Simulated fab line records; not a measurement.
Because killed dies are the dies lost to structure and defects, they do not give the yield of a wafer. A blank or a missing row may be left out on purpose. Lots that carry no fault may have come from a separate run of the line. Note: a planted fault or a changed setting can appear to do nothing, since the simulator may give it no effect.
Chamber matching    flow berkeley-cmos170    UCB170_M1_ETCH_11 on rie-diel-02 has 4 sister chambers
The step etches BARC in N2/H2. 8 wafers are shown with their chamber, then 7 later ones without.

## WAFERS WITH THEIR CHAMBER
wafer   chamber  drypump-motor-current-A (A)  throttle-valve-pct (%)
L165.2  0        5.74                         13.08
L171.6  3        5.41                         13.14
L173.1  2        6.21                         12.99
L182.1  1        5.63                         13.21
L182.5  2        6.25                         12.98
L182.6  3        5.42                         13.13
L184.1  1        5.65                         13.22
L184.2  0        5.76                         13.07

## WAFERS WITH NO CHAMBER GIVEN
wafer   drypump-motor-current-A (A)  throttle-valve-pct (%)
L184.4  5.77                         13.05
L188.2  5.43                         13.15
L188.3  5.71                         13.07
L188.6  5.71                         13.06
L185.1  5.62                         13.22
L185.2  5.45                         13.14
L185.6  5.75                         13.07

## THE CHAMBER EACH PASSED THROUGH
wafer   from the rows above  in truth
L184.4  0                    0
L188.2  3                    3
L188.3  0                    0
L188.6  0                    0
L185.1  1                    1
L185.2  3                    3
L185.6  0                    0
Placed correctly: 7 of 7. Number that these rows cannot place: 0. 0 placed wrongly.
How it was worked out, from the rows above alone: a wafer's distance from a chamber is the root of the sum, over the readings, of the square of ((its reading less the chamber's mean) divided by the reading's scatter). The wafer belongs to the nearest chamber; if the next one is less than 2 further off, it can't be placed. Each chamber's mean is taken over the wafers shown for it. The scatter: take each reading less its chamber's mean, square it, sum over the shown wafers, divide by the number of wafers less the number of chambers, and take the root.
